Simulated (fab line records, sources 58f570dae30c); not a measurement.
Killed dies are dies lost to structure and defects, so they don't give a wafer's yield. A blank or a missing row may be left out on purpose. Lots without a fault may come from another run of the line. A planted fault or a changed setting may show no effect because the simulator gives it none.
fab line records | flow berkeley_cmos170
record lots=5 wafers=15 last_day=11
route steps=331 shown M2@281 V2@292 M3@309
lots that met no fault: from a run of the same line without faults
start_h: hours from the record's first day to the start of the lot's first wafer shown | wait_h: hours since the lot's step before | " the same as in the row above | L1.1+2: a row that stands for several wafers | - no value, or no start given | * or withheld: withheld | < > ~ a bound
route shown NAME@n: a module of which the file shows steps, and the number in the route of the first | usual: mean/standard deviation of fault-free wafers | same: alike in all rows | chamber/n: place in a boat | sites: the reading at each site | _std_site: their standard deviation | _edge_site: outer sites' mean less inner sites' | radius_mm: how far each site lies from the wafer's centre | mask NAME#n: copy n | behind: the tool/chamber that last shaped the wafer | hold: why the lot was held/for how many hours/how that ended | device: the transistor (n, p or np) that didn't switch | end of line: the same wafers' tests at the end of the route | a step without rows: its recipe alone | killed: dies lost to structure and defects at the first sort, not the wafer's yield | map: a wafer's dies, x killed, . not, _ none there
set.NAME: the setting as run; set.NAME@STEP: as run at that earlier step | model.NAME: the simulator's own value behind a step, which no gauge read
lots at some steps of the route; a table a step, a row a wafer
services: from which hour (start_h, from the record's first day; less than 0 if before it) a tool's chamber was out of use, for how many hours, and why
## steps
# step UCB170_M2_COAT_10
# recipe resist=KrF spin_rpm=1500 resist_thk_nm=900
# usual chill_plate_temp_C=23.00/0.1
# columns lot.wafer tool chamber start_h wait_h chill_plate_temp_C
L078.1 litho_track-01 0 - - 23.04
L078.4 " 0 " " 23.07
L078.5 " 0 " " 23.03
L082.1 litho_track-01 0 - - 22.92
L082.2 " 0 " " 22.89
L082.5 " 0 " " 22.99
L083.1 litho_track-04 0 - - 22.81
L083.3 " 0 " " 22.86
L083.4 " 0 " " 23.08
L088.1 litho_track-01 0 - - 22.99
L088.3 " 0 " " 22.91
L088.5 " 0 " " 22.91
L090.1 litho_track-01 0 - - 22.95
L090.3 " 0 " " 23.08
L090.6 " 0 " " 23.00
# step UCB170_M2_SOFTBAKE_11
# recipe resist=KrF temp_c=130 time_s=60
# usual chill_plate_temp_C=22.99/0.12
# columns lot.wafer tool chamber start_h wait_h chill_plate_temp_C
L078.1 litho_track-01 0 - - 22.98
L078.4 " 0 " " 23.00
L078.5 " 0 " " 23.06
L082.1 litho_track-01 0 - - 22.92
L082.2 " 0 " " 23.15
L082.5 " 0 " " 23.04
L083.1 litho_track-04 0 - - 23.00
L083.3 " 0 " " 22.88
L083.4 " 0 " " 22.90
L088.1 litho_track-01 0 - - 22.79
L088.3 " 0 " " 22.78
L088.5 " 0 " " 22.91
L090.1 litho_track-01 0 - - 22.95
L090.3 " 0 " " 23.04
L090.6 " 0 " " 23.03
# step UCB170_M2_EXPOSE_12
# recipe mask_id=METAL2 target_cd_nm=700 na=0.5 sigma_outer=0.6 source_shape=conventional dose_mj=26
# columns lot.wafer tool chamber start_h wait_h mask
L078.1+4+5 krf_scanner-01 0 212.25 - METAL2#0
L082.1+2+5 krf_scanner-01 0 228.84 - METAL2#0
L083.1+3+4 krf_scanner-01 0 229.66 - METAL2#0
L088.1+3+5 krf_scanner-02 0 251.54 - METAL2#0
L090.1+3+6 krf_scanner-02 0 253.14 - METAL2#0
# step UCB170_M2_PEB_13
# recipe peb_temp_c=129.5 peb_time_s=withheld resist=KrF
# usual chill_plate_temp_C=23.04/0.11
# columns lot.wafer tool chamber start_h wait_h chill_plate_temp_C
L078.1 litho_track-02 0 212.37 0.1 23.22
L078.4 " 0 " " 22.97
L078.5 " 0 " " 23.20
L082.1 litho_track-02 0 229.05 0.2 23.05
L082.2 " 0 " " 23.15
L082.5 " 0 " " 23.11
L083.1 litho_track-02 0 229.78 0.1 22.92
L083.3 " 0 " " 22.90
L083.4 " 0 " " 22.95
L088.1 litho_track-04 0 252.42 0.9 23.22
L088.3 " 0 " " 23.22
L088.5 " 0 " " 23.00
L090.1 litho_track-04 0 254.14 1.0 23.03
L090.3 " 0 " " 22.82
L090.6 " 0 " " 22.96
# step UCB170_M2_DEVELOP_14
# recipe developer=TMAH develop_time_s=45 resist=KrF dev_temp_c=21
# usual chill_plate_temp_C=23.00/0.093
# columns lot.wafer tool chamber start_h wait_h chill_plate_temp_C
L078.1 litho_track-02 0 - - 23.23
L078.4 " 0 " " 23.02
L078.5 " 0 " " 23.11
L082.1 litho_track-02 0 - - 22.93
L082.2 " 0 " " 23.01
L082.5 " 0 " " 22.93
L083.1 litho_track-02 0 - - 23.01
L083.3 " 0 " " 23.08
L083.4 " 0 " " 23.00
L088.1 litho_track-04 0 - - 22.97
L088.3 " 0 " " 23.02
L088.5 " 0 " " 23.04
L090.1 litho_track-04 0 - - 23.08
L090.3 " 0 " " 22.94
L090.6 " 0 " " 22.88
# step UCB170_M2_CD_MEAS_15
# recipe target_cd_nm=700
# usual cd_nm=699.8/1.2
# columns lot.wafer tool chamber start_h wait_h cd_nm
L078.1 cd_sem-02 - 212.64 - 700.5
L078.4 " - " " 698.5
L078.5 " - " " 700.4
L082.1 cd_sem-01 - 229.33 - 698.2
L082.2 " - " " 699.9
L082.5 " - " " 699.9
L083.1 cd_sem-02 - 230.05 - 700.3
L083.3 " - " " 698.8
L083.4 " - " " 700.2
L088.1 cd_sem-02 - 252.69 - 700.1
L088.3 " - " " 700.2
L088.5 " - " " 700.4
L090.1 cd_sem-02 - 254.46 - 701.7
L090.3 " - " " 702.7
L090.6 " - " " 700.9
# step UCB170_M2_OVL_MEAS_16
# usual M2_OVL=-6/5.7
# columns lot.wafer tool chamber start_h wait_h M2_OVL[nm]
L078.1 overlay-01 - 212.76 0.1 -6
L078.4 " - " " -14
L078.5 " - " " -6
L082.1 overlay-02 - 229.45 0.1 7
L082.2 " - " " -6
L082.5 " - " " -1
L083.1 overlay-01 - 230.17 0.1 -11
L083.3 " - " " -6
L083.4 " - " " -7
L088.1 overlay-01 - 252.81 0.1 4
L088.3 " - " " -1
L088.5 " - " " 3
L090.1 overlay-01 - 254.58 0.1 -4
L090.3 " - " " 1
L090.6 " - " " -7
# step UCB170_M2_ETCH_17
# recipe chemistry=N2/H2 target_depth_a=withheld overetch_a=withheld target=BARC time_s=withheld source_w=500 bias_w=100 pressure_mtorr=30 n2_flow_sccm=100 h2_flow_sccm=200
# usual drypump_motor_current_A=5.7/0.32 oes_product_au=1.005/0.016 rf_fwd_power_W=495.2/2.1 throttle_valve_pct=13.25/0.14
# columns lot.wafer tool chamber start_h wait_h drypump_motor_current_A oes_product_au rf_fwd_power_W throttle_valve_pct
L078.1 rie_diel-01 2 212.80 0.0 5.5 1.014 495.5 13.26
L078.4 " 1 " " 5.4 1.002 494.1 13.38
L078.5 " 1 " " 5.4 0.995 493.4 13.38
L082.1 rie_diel-01 3 229.49 0.0 5.8 1.007 495.8 13.22
L082.2 " 0 " " 5.9 1.030 496.8 13.16
L082.5 " 0 " " 5.9 1.021 496.2 13.14
L083.1 rie_diel-01 3 230.21 0.0 5.8 1.007 496.7 13.23
L083.3 " 0 " " 5.9 1.043 498.4 13.15
L083.4 " 1 " " 5.4 0.992 494.8 13.39
L088.1 rie_diel-03 2 252.85 0.0 5.6 0.996 497.1 13.33
L088.3 " 0 " " 5.8 1.008 489.9 13.11
L088.5 " 3 " " 5.3 0.999 497.0 13.38
L090.1 rie_diel-01 2 254.62 0.0 5.5 1.014 496.7 13.26
L090.3 " 1 " " 5.4 0.995 496.4 13.38
L090.6 " 1 " " 5.4 0.985 496.0 13.40
# step UCB170_M2_METAL_ETCH_18
# recipe chemistry=Cl2/BCl3 target=Al stop_on=SiO2 pressure_mtorr=12 target_depth_a=11700 over_etch_frac=0.3 time_s=195 icp_w=600 bias_w=118.1 Cl2_flow_sccm=90 bcl3_flow_sccm=45
# usual drypump_motor_current_A=5.3/0.36 oes_product_au=0.852/0.011 rf_fwd_power_W=597.8/1.9 throttle_valve_pct=24.45/0.24
# columns lot.wafer tool chamber start_h wait_h drypump_motor_current_A oes_product_au rf_fwd_power_W rf_hours_counter_h throttle_valve_pct
L078.1 rie_metal-04 1 212.84 - 4.7 0.848 598.5 5.9 24.66
L078.4 " 1 " " 4.7 0.855 599.1 - 24.64
L078.5 " 0 " " 5.6 0.857 596.5 - 24.22
L082.1 rie_metal-02 0 229.53 - 5.6 0.841 597.7 5.9 24.60
L082.2 " 1 " " 4.9 0.844 600.4 2.5 24.74
L082.5 " 1 " " 5.0 0.847 600.5 - 24.74
L083.1 rie_metal-04 1 230.25 - 4.7 0.849 600.1 6.5 24.63
L083.3 " 0 " " 5.6 0.871 597.3 - 24.21
L083.4 " 1 " " 4.7 0.856 598.4 - 24.65
L088.1 rie_metal-03 0 252.89 - 5.4 0.866 598.9 1.7 24.28
L088.3 " 1 " " 5.5 0.850 597.8 - 24.09
L088.5 " 0 " " 5.4 0.864 595.5 - 24.27
L090.1 rie_metal-02 0 254.66 - 5.6 0.849 597.7 6.7 24.59
L090.3 " 0 " " 5.6 0.842 599.2 - 24.61
L090.6 " 1 " " 4.9 0.834 598.8 - 24.72
# step UCB170_M2_STRIP_19
# recipe chemistry=O2 power_w=400 pressure_mtorr=3500 platen_temp_c=withheld o2_flow_sccm=400 overash_fraction=0.5
# usual drypump_motor_current_A=5.7/0.41 oes_product_au=0.546/0.0085
# columns lot.wafer tool chamber start_h wait_h drypump_motor_current_A oes_product_au rf_hours_counter_h
L078.1 plasma_asher-04 0 213.03 0.1 6.1 0.558 46
L078.4 " 0 " " 6.1 0.556 -
L078.5 " 0 " " 6.1 0.548 -
L082.1 plasma_asher-02 0 229.72 0.1 6.2 0.561 54
L082.2 " 1 " " 5.1 0.548 54
L082.5 " 0 " " 6.2 0.545 -
L083.1 plasma_asher-03 1 230.44 0.1 5.5 0.546 46
L083.3 " 1 " " 5.5 0.531 -
L083.4 " 0 " " 5.7 0.550 -
L088.1 plasma_asher-02 1 253.08 0.1 5.1 0.548 57
L088.3 " 0 " " 6.2 0.554 -
L088.5 " 0 " " 6.2 0.552 -
L090.1 plasma_asher-04 1 254.85 0.1 5.3 0.546 51
L090.3 " 0 " " 6.1 0.555 -
L090.6 " 0 " " 6.1 0.536 -
# step UCB170_M2_CD_MEAS_90
# recipe target_cd_nm=700
# usual cd_nm=699.8/2.1
# columns lot.wafer tool chamber start_h wait_h cd_nm
L078.1 cd_sem-01 - 213.13 0.1 698.7
L078.4 " - " " 697.8
L078.5 " - " " 699.3
L082.1 cd_sem-02 - 229.82 0.1 698.2
L082.2 " - " " 695.2
L082.5 " - " " 695.5
L083.1 cd_sem-01 - 230.54 0.1 698.9
L083.3 " - " " 696.9
L083.4 " - " " 699.1
L088.1 cd_sem-01 - 253.18 0.1 697.9
L088.3 " - " " 700.3
L088.5 " - " " 699.7
L090.1 cd_sem-02 - 254.95 0.1 702.0
L090.3 " - " " 706.3
L090.6 " - " " 699.3
# step UCB170_V2_CVD_00
# recipe material=SiO2 target_thk_nm=2000 temp_c=390 precursor=TEOS/O2 time_s=250 rf_w=550 pressure_mtorr=9000
# usual heater_power_w=240/58 rf_fwd_power_W=548.4/1.9 susceptor_temp_C=389.99/0.22
# columns lot.wafer tool chamber start_h wait_h heater_power_w rf_fwd_power_W susceptor_temp_C
L078.1 pecvd-02 0 213.25 0.1 306 550.1 390.02
L078.4 " 2 " " 225 549.2 389.75
L078.5 " 1 " " 173 549.6 389.72
L082.1 pecvd-02 0 229.94 0.1 339 548.3 390.01
L082.2 " 1 " " 197 547.3 390.19
L082.5 " 2 " " 226 544.9 389.55
L083.1 pecvd-03 2 230.66 0.1 239 549.1 390.16
L083.3 " 0 " " 192 548.8 390.05
L083.4 " 1 " " 180 551.9 389.89
L088.1 pecvd-01 0 253.30 0.1 282 549.3 389.95
L088.3 " 2 " " 339 549.1 389.65
L088.5 " 1 " " 155 550.4 389.63
L090.1 pecvd-02 2 255.07 0.1 284 549.1 390.41
L090.3 " 1 " " 244 547.6 390.22
L090.6 " 2 " " 227 550.6 390.42
# step UCB170_V2_THK_MEAS_01
# recipe reads=SiO2_of_V2_CVD_00
# usual V2_TEOS_THK=2000/27
# columns lot.wafer tool chamber start_h wait_h V2_TEOS_THK[nm]
L078.1 film_metro-03 - 213.40 0.1 1998
L078.4 " - " " 2039
L078.5 " - " " 2033
L082.1 film_metro-02 - 230.09 0.1 1969
L082.2 " - " " 1973
L082.5 " - " " 2029
L083.1 film_metro-02 - 230.81 0.1 1987
L083.3 " - " " 1961
L083.4 " - " " 2023
L088.1 film_metro-03 - 253.45 0.1 1988
L088.3 " - " " 1989
L088.5 " - " " 2035
L090.1 film_metro-03 - 255.23 0.1 1993
L090.3 " - " " 2015
L090.6 " - " " 2002
# step UCB170_V2_CMP_02
# recipe material=SiO2 down_force_psi=6 platen_rpm=60 pad_velocity_m_s=0.75398
# usual edge_zone_pressure_frac=1.000/0.0051 motor_current_A=16.2/1.7 platen_rpm=60.00/0.048 slurry_flow_ml_min=150.0/0.42
# columns lot.wafer tool chamber start_h wait_h edge_zone_pressure_frac motor_current_A platen_rpm slurry_flow_ml_min
L078.4 cmp-01 0 213.56 0.1 0.996 15.8 59.96 149.2
L078.1 " 1 " " 0.999 15.6 59.93 150.4
L078.5 " 2 " " 1.004 16.4 60.02 149.7
L082.2 cmp-01 1 230.15 0.0 1.007 15.9 59.94 149.7
L082.1 " 3 " " 0.999 16.0 60.01 149.6
L082.5 " 1 " " 1.008 16.2 60.00 149.6
L083.1 cmp-02 1 230.92 0.1 1.007 19.9 59.95 150.0
L083.4 " 2 " " 0.996 15.8 59.96 149.8
L083.3 " 3 " " 0.990 15.0 59.91 149.4
L088.3 cmp-02 3 253.51 0.0 1.004 14.4 60.07 151.1
L088.1 " 0 " " 0.995 15.0 59.98 149.7
L088.5 " 0 " " 0.998 15.0 59.90 149.7
L090.3 cmp-02 0 255.29 0.0 0.998 14.7 60.08 149.4
L090.1 " 2 " " 0.997 15.0 59.97 149.2
L090.6 " 1 " " 1.003 19.7 59.96 149.7
# step UCB170_V2_BOW_MEAS_03
# recipe mode=bow
# usual V2_BOW=36/6.4
# columns lot.wafer tool chamber start_h wait_h V2_BOW[um]
L078.1 film_metro-04 - 213.76 0.1 34
L078.4 " - " " 34
L078.5 " - " " 42
L082.1 film_metro-03 - 230.45 0.1 40
L082.2 " - " " 44
L082.5 " - " " 37
L083.1 film_metro-04 - 231.17 0.2 35
L083.3 " - " " 37
L083.4 " - " " 45
L088.1 film_metro-03 - 253.81 0.2 36
L088.3 " - " " 39
L088.5 " - " " 32
L090.1 film_metro-02 - 255.59 0.1 29
L090.3 " - " " 31
L090.6 " - " " 36
# step UCB170_V2_THK_MEAS_04
# recipe reads=SiO2_of_V2_CVD_00
# usual V2_POLISHED_THK=999.9/0.92
# columns lot.wafer tool chamber start_h wait_h V2_POLISHED_THK[nm]
L078.1 film_metro-04 - 213.88 0.1 1000.4
L078.4 " - " " 999.0
L078.5 " - " " 1000.3
L082.1 film_metro-03 - 230.57 0.1 999.5
L082.2 " - " " 1000.2
L082.5 " - " " 1000.8
L083.1 film_metro-04 - 231.29 0.1 1000.8
L083.3 " - " " 999.7
L083.4 " - " " 999.5
L088.1 film_metro-03 - 253.93 0.1 1001.6
L088.3 " - " " 1000.2
L088.5 " - " " 1002.9
L090.1 film_metro-02 - 255.71 0.1 999.2
L090.3 " - " " 1000.6
L090.6 " - " " 1000.3
# step UCB170_V2_CLEAN_05
# recipe chemistry=DIW
# columns lot.wafer tool chamber start_h wait_h
L078.1+4+5 wet_bench-02 1 213.94 0.1
L082.1+2+5 wet_bench-02 0 230.63 0.1
L083.1+3+4 wet_bench-02 1 231.35 0.1
L088.1+3+5 wet_bench-04 2 254.10 0.2
L090.1+3+6 wet_bench-02 2 255.77 0.1
# step UCB170_V2_HMDS_06
# recipe prime_time_s=60 prime_temp_c=100
# usual chill_plate_temp_C=23.01/0.09
# columns lot.wafer tool chamber start_h wait_h chill_plate_temp_C
L078.1 litho_track-03 0 214.12 0.0 22.97
L078.4 " 0 " " 22.87
L078.5 " 0 " " 22.94
L082.1 litho_track-02 0 230.99 0.2 22.96
L082.2 " 0 " " 22.89
L082.5 " 0 " " 23.20
L083.1 litho_track-01 0 231.53 0.0 23.09
L083.3 " 0 " " 23.00
L083.4 " 0 " " 23.09
L088.1 litho_track-03 0 254.35 0.1 22.99
L088.3 " 0 " " 22.98
L088.5 " 0 " " 23.17
L090.1 litho_track-03 0 256.28 0.2 23.15
L090.3 " 0 " " 22.91
L090.6 " 0 " " 23.00
# step UCB170_V2_COAT_07
# recipe resist=KrF spin_rpm=1500 resist_thk_nm=900
# usual chill_plate_temp_C=23.01/0.095
# columns lot.wafer tool chamber start_h wait_h chill_plate_temp_C
L078.1 litho_track-03 0 214.27 0.1 22.98
L078.4 " 0 " " 22.89
L078.5 " 0 " " 22.89
L082.1 litho_track-02 0 231.14 0.1 22.90
L082.2 " 0 " " 22.86
L082.5 " 0 " " 23.05
L083.1 litho_track-01 0 231.68 0.1 22.97
L083.3 " 0 " " 23.08
L083.4 " 0 " " 22.92
L088.1 litho_track-03 0 254.50 0.1 23.06
L088.3 " 0 " " 23.21
L088.5 " 0 " " 23.15
L090.1 litho_track-03 0 256.43 0.1 22.98
L090.3 " 0 " " 23.06
L090.6 " 0 " " 23.12
# step UCB170_V2_SOFTBAKE_08
# recipe resist=KrF temp_c=130 time_s=60
# usual chill_plate_temp_C=22.99/0.11
# columns lot.wafer tool chamber start_h wait_h chill_plate_temp_C
L078.1 litho_track-03 0 214.42 0.1 22.96
L078.4 " 0 " " 23.07
L078.5 " 0 " " 23.15
L082.1 litho_track-02 0 231.29 0.1 23.10
L082.2 " 0 " " 23.01
L082.5 " 0 " " 23.08
L083.1 litho_track-01 0 231.83 0.1 22.99
L083.3 " 0 " " 22.85
L083.4 " 0 " " 23.17
L088.1 litho_track-03 0 254.65 0.1 22.91
L088.3 " 0 " " 22.97
L088.5 " 0 " " 23.06
L090.1 litho_track-03 0 256.58 0.1 23.08
L090.3 " 0 " " 23.02
L090.6 " 0 " " 23.11
# step UCB170_V2_EXPOSE_09
# recipe mask_id=VIA2 target_cd_nm=700 na=0.5 sigma_outer=0.6 source_shape=conventional dose_mj=37
# columns lot.wafer tool chamber start_h wait_h mask
L078.1+4+5 krf_scanner-01 0 214.69 0.2 VIA2#0
L082.1+2+5 krf_scanner-02 0 231.59 0.3 VIA2#0
L083.1+3+4 krf_scanner-01 0 232.10 0.2 VIA2#0
L088.1+3+5 krf_scanner-01 0 254.93 0.2 VIA2#0
L090.1+3+6 krf_scanner-01 0 256.73 0.1 VIA2#0
# step UCB170_V2_PEB_10
# recipe peb_temp_c=130 peb_time_s=withheld resist=KrF
# usual chill_plate_temp_C=22.99/0.11
# columns lot.wafer tool chamber start_h wait_h chill_plate_temp_C
L078.1 litho_track-02 0 214.81 0.1 22.98
L078.4 " 0 " " 23.00
L078.5 " 0 " " 22.95
L082.1 litho_track-02 0 231.89 0.3 22.96
L082.2 " 0 " " 22.97
L082.5 " 0 " " 22.86
L083.1 litho_track-03 0 232.60 0.5 23.05
L083.3 " 0 " " 22.99
L083.4 " 0 " " 22.93
L088.1 litho_track-03 0 255.05 0.1 22.89
L088.3 " 0 " " 22.93
L088.5 " 0 " " 22.80
L090.1 litho_track-02 0 257.12 0.4 22.82
L090.3 " 0 " " 22.88
L090.6 " 0 " " 23.13
# step UCB170_V2_DEVELOP_11
# recipe developer=TMAH develop_time_s=45 resist=KrF dev_temp_c=21
# usual chill_plate_temp_C=22.99/0.1
# columns lot.wafer tool chamber start_h wait_h chill_plate_temp_C
L078.1 litho_track-02 0 - - 22.91
L078.4 " 0 " " 22.92
L078.5 " 0 " " 22.88
L082.1 litho_track-02 0 - - 23.04
L082.2 " 0 " " 23.13
L082.5 " 0 " " 22.95
L083.1 litho_track-03 0 - - 23.13
L083.3 " 0 " " 22.84
L083.4 " 0 " " 22.93
L088.1 litho_track-03 0 - - 22.86
L088.3 " 0 " " 23.10
L088.5 " 0 " " 22.85
L090.1 litho_track-02 0 - - 22.89
L090.3 " 0 " " 22.89
L090.6 " 0 " " 22.89
# step UCB170_V2_CD_MEAS_12
# recipe target_cd_nm=700
# usual cd_nm=700.1/1.4
# columns lot.wafer tool chamber start_h wait_h cd_nm
L078.1 cd_sem-02 - 215.09 - 701.9
L078.4 " - " " 700.7
L078.5 " - " " 700.4
L082.1 cd_sem-02 - 232.17 - 698.3
L082.2 " - " " 698.0
L082.5 " - " " 698.4
L083.1 cd_sem-01 - 232.88 - 698.3
L083.3 " - " " 699.1
L083.4 " - " " 700.1
L088.1 cd_sem-02 - 255.32 - 701.5
L088.3 " - " " 700.5
L088.5 " - " " 699.3
L090.1 cd_sem-01 - 257.40 - 701.3
L090.3 " - " " 699.4
L090.6 " - " " 701.6
# step UCB170_V2_OVL_MEAS_13
# usual V2_OVL=-2/5.5
# columns lot.wafer tool chamber start_h wait_h V2_OVL[nm]
L078.1 overlay-01 - 215.21 0.1 -3
L078.4 " - " " 1
L078.5 " - " " 3
L082.1 overlay-01 - 232.29 0.1 5
L082.2 " - " " -5
L082.5 " - " " 1
L083.1 overlay-01 - 233.00 0.1 7
L083.3 " - " " 2
L083.4 " - " " 6
L088.1 overlay-01 - 255.44 0.1 1
L088.3 " - " " 1
L088.5 " - " " -1
L090.1 overlay-02 - 257.52 0.1 -1
L090.3 " - " " 7
L090.6 " - " " 5
# step UCB170_V2_ETCH_14
# recipe chemistry=CHF3/CF4/Ar target=SiO2 stop_on=Al CHF3_flow_sccm=45 cf4_flow_sccm=15 Ar_flow_sccm=150 pressure_mtorr=200 rf_w=700 target_depth_a=12500 over_etch_frac=0.25 time_s=291
# usual drypump_motor_current_A=5.8/0.42 oes_product_au=0.875/0.013 rf_fwd_power_W=698.6/2.3 throttle_valve_pct=6.93/0.092
# columns lot.wafer tool chamber start_h wait_h drypump_motor_current_A oes_product_au rf_fwd_power_W rf_hours_counter_h throttle_valve_pct
L078.1 rie_diel-01 2 215.24 0.0 5.5 0.890 699.3 3 6.90
L078.4 " 3 " " 5.8 0.886 702.0 18 6.95
L078.5 " 1 " " 5.4 0.879 698.7 - 6.99
L082.1 rie_diel-03 1 232.32 0.0 5.7 0.886 698.1 134 7.03
L082.2 " 3 " " 5.3 0.873 696.9 48 7.02
L082.5 " 2 " " 5.6 0.853 699.2 - 6.94
L083.1 rie_diel-04 3 233.03 0.0 6.5 0.864 697.1 2 6.73
L083.3 " 0 " " 6.7 0.866 696.4 7 7.00
L083.4 " 2 " " 5.9 0.861 702.0 111 7.03
L088.1 rie_diel-04 0 255.48 0.0 6.7 0.856 696.5 9 6.99
L088.3 " 3 " " 6.5 0.866 697.3 3 6.71
L088.5 " 3 " " 6.5 0.863 698.9 - 6.70
L090.1 rie_diel-03 1 257.55 0.0 5.7 0.872 695.2 135 7.03
L090.3 " 0 " " 5.8 0.881 697.0 120 6.79
L090.6 " 2 " " 5.6 0.851 702.9 - 6.97
# step UCB170_V2_STRIP_15
# recipe chemistry=O2 power_w=400 pressure_mtorr=3500 platen_temp_c=withheld o2_flow_sccm=400 overash_fraction=0.5
# usual drypump_motor_current_A=5.9/0.5 oes_product_au=0.721/0.0048 strip_time_to_endpoint_s=15.29/0.096
# columns lot.wafer tool chamber start_h wait_h drypump_motor_current_A oes_product_au rf_hours_counter_h strip_time_to_endpoint_s
L078.1 plasma_asher-02 0 215.42 0.1 6.2 0.720 52 15.10
L078.4 " 1 " " 5.0 0.709 - 15.21
L078.5 " 0 " " 6.2 0.722 - 15.28
L082.1 plasma_asher-04 0 232.50 0.1 6.1 0.726 48 15.19
L082.2 " 1 " " 5.3 0.717 48 15.19
L082.5 " 1 " " 5.3 0.730 - 15.19
L083.1 plasma_asher-04 0 233.21 0.1 6.1 0.726 48 15.37
L083.3 " 0 " " 6.1 0.718 - 15.42
L083.4 " 1 " " 5.3 0.725 - 15.31
L088.1 plasma_asher-02 0 255.66 0.1 6.2 0.725 58 15.31
L088.3 " 1 " " 5.1 0.725 - 15.42
L088.5 " 1 " " 5.1 0.726 - 15.31
L090.1 plasma_asher-02 1 257.73 0.1 5.1 0.728 58 15.20
L090.3 " 1 " " 5.1 0.720 - 15.30
L090.6 " 0 " " 6.2 0.722 - 15.19
# step UCB170_V2_CD_MEAS_90
# recipe target_cd_nm=700
# usual cd_nm=700.0/1.5
# columns lot.wafer tool chamber start_h wait_h cd_nm
L078.1 cd_sem-01 - 215.52 0.1 701.7
L078.4 " - " " 700.1
L078.5 " - " " 699.7
L082.1 cd_sem-01 - 232.60 0.1 698.1
L082.2 " - " " 698.4
L082.5 " - " " 699.0
L083.1 cd_sem-01 - 233.31 0.1 698.2
L083.3 " - " " 699.0
L083.4 " - " " 700.1
L088.1 cd_sem-02 - 255.76 0.1 701.7
L088.3 " - " " 700.6
L088.5 " - " " 698.8
L090.1 cd_sem-02 - 257.85 0.1 701.1
L090.3 " - " " 699.1
L090.6 " - " " 701.7
# step UCB170_M3_PRE_CLEAN_00
# recipe gas=Ar preclean_etch_time_s=60
# columns lot.wafer tool chamber start_h wait_h
L078.1+4+5 pvd_sputter-01 - 215.64 0.1
L082.1+2+5 pvd_sputter-02 - 232.72 0.1
L083.1+3+4 pvd_sputter-04 - 233.43 0.1
L088.1+3+5 pvd_sputter-04 - 255.88 0.1
L090.1+3+6 pvd_sputter-02 - 257.97 0.1
# step UCB170_M3_SPUTTER_01
# recipe material=Al target_thk_nm=900 time_s=120 power_w=6000 chamber_pressure_pa=0.5
# usual throttle_valve_pct=30.4/1.1
# columns lot.wafer tool chamber start_h wait_h throttle_valve_pct
L078.1 pvd_sputter-01 - 215.71 0.0 30.5
L078.4 " - " " 31.3
L078.5 " - " " 30.2
L082.1 pvd_sputter-02 - 232.79 0.0 30.2
L082.2 " - " " 31.6
L082.5 " - " " 29.4
L083.1 pvd_sputter-04 - 233.50 0.0 30.3
L083.3 " - " " 31.0
L083.4 " - " " 31.5
L088.1 pvd_sputter-04 - 255.94 0.0 31.1
L088.3 " - " " 30.4
L088.5 " - " " 31.4
L090.1 pvd_sputter-02 - 258.04 0.0 28.1
L090.3 " - " " 30.7
L090.6 " - " " 30.2
# step UCB170_M3_RS_MEAS_02
# recipe thk_meas_gauge=four-point-probe reads=Al_of_M3_SPUTTER_01
# usual M3_AL_RS=0.0322/0.0003
# columns lot.wafer tool chamber start_h wait_h M3_AL_RS[ohm/sq]
L078.1 film_metro-01 - 215.80 0.0 0.0327
L078.4 " - " " 0.0324
L078.5 " - " " 0.0324
L082.1 film_metro-02 - 232.87 0.0 0.0322
L082.2 " - " " 0.0321
L082.5 " - " " 0.0325
L083.1 film_metro-02 - 233.58 0.0 0.0324
L083.3 " - " " 0.0323
L083.4 " - " " 0.0322
L088.1 film_metro-01 - 256.03 0.0 0.0327
L088.3 " - " " 0.0327
L088.5 " - " " 0.0323
L090.1 film_metro-01 - 258.12 0.0 0.0326
L090.3 " - " " 0.0323
L090.6 " - " " 0.0325
# step UCB170_M3_THK_MEAS_03
# recipe thk_meas_gauge=xrf reads=Al_of_M3_SPUTTER_01
# usual M3_AL_THK=894/9.3
# columns lot.wafer tool chamber start_h wait_h M3_AL_THK[nm]
L078.1 film_metro-01 - 215.92 0.1 876
L078.4 " - " " 886
L078.5 " - " " 884
L082.1 film_metro-02 - 232.99 0.1 897
L082.2 " - " " 897
L082.5 " - " " 888
L083.1 film_metro-02 - 233.70 0.1 898
L083.3 " - " " 889
L083.4 " - " " 890
L088.1 film_metro-01 - 256.15 0.1 881
L088.3 " - " " 877
L088.5 " - " " 888
L090.1 film_metro-01 - 258.24 0.1 879
L090.3 " - " " 891
L090.6 " - " " 883
# step UCB170_M3_HMDS_04
# recipe prime_time_s=60 prime_temp_c=100
# usual chill_plate_temp_C=22.99/0.099
# columns lot.wafer tool chamber start_h wait_h chill_plate_temp_C
L078.1 litho_track-04 0 215.98 0.1 22.89
L078.4 " 0 " " 23.12
L078.5 " 0 " " 22.86
L082.1 litho_track-03 0 233.78 0.8 22.79
L082.2 " 0 " " 22.91
L082.5 " 0 " " 22.97
L083.1 litho_track-03 0 234.50 0.8 22.93
L083.3 " 0 " " 23.02
L083.4 " 0 " " 22.87
L088.1 litho_track-04 0 256.23 0.1 23.02
L088.3 " 0 " " 22.80
L088.5 " 0 " " 22.86
L090.1 litho_track-02 0 258.30 0.1 22.95
L090.3 " 0 " " 22.99
L090.6 " 0 " " 23.01
# step UCB170_M3_COAT_05
# recipe resist=KrF spin_rpm=1500 resist_thk_nm=900
# usual chill_plate_temp_C=23.01/0.11
# columns lot.wafer tool chamber start_h wait_h chill_plate_temp_C
L078.1 litho_track-04 0 216.13 0.1 23.10
L078.4 " 0 " " 23.15
L078.5 " 0 " " 22.95
L082.1 litho_track-03 0 233.93 0.1 22.97
L082.2 " 0 " " 22.91
L082.5 " 0 " " 22.99
L083.1 litho_track-03 0 234.65 0.1 23.10
L083.3 " 0 " " 23.15
L083.4 " 0 " " 23.19
L088.1 litho_track-04 0 256.38 0.1 23.09
L088.3 " 0 " " 23.11
L088.5 " 0 " " 23.02
L090.1 litho_track-02 0 258.45 0.1 23.05
L090.3 " 0 " " 23.03
L090.6 " 0 " " 23.13
## services
# columns tool chamber start_h hours kind
pvd_sputter-04 - 189.18 2.6 repair
krf_scanner-02 0 215.64 - calibration
krf_scanner-02 - 222.98 1.0 pm
rie_diel-01 - 223.24 0.7 repair
krf_scanner-01 - 225.10 1.3 pm
plasma_asher-02 - 229.99 3.3 repair
cmp-01 - 232.00 4.0 pm
pecvd-02 - 232.65 2.8 pm
pvd_sputter-02 - 235.95 1.7 repair
cmp-01 - 236.00 - consumable_replace:conditioner
cmp-01 - 236.00 - consumable_replace:pad
cmp-01 - 236.00 22.6 pm
rie_metal-02 0 240.20 1.0 repair
pecvd-03 - 242.50 14.0 pm
pecvd-03 0 242.50 14.0 vent_cycle
pecvd-03 1 242.50 14.0 vent_cycle
pecvd-03 2 242.50 14.0 vent_cycle
pvd_sputter-01 - 252.07 40.6 repair
pecvd-03 0 256.50 - clean
pecvd-03 1 256.50 - clean
pecvd-03 2 256.50 - clean
## key
fault none
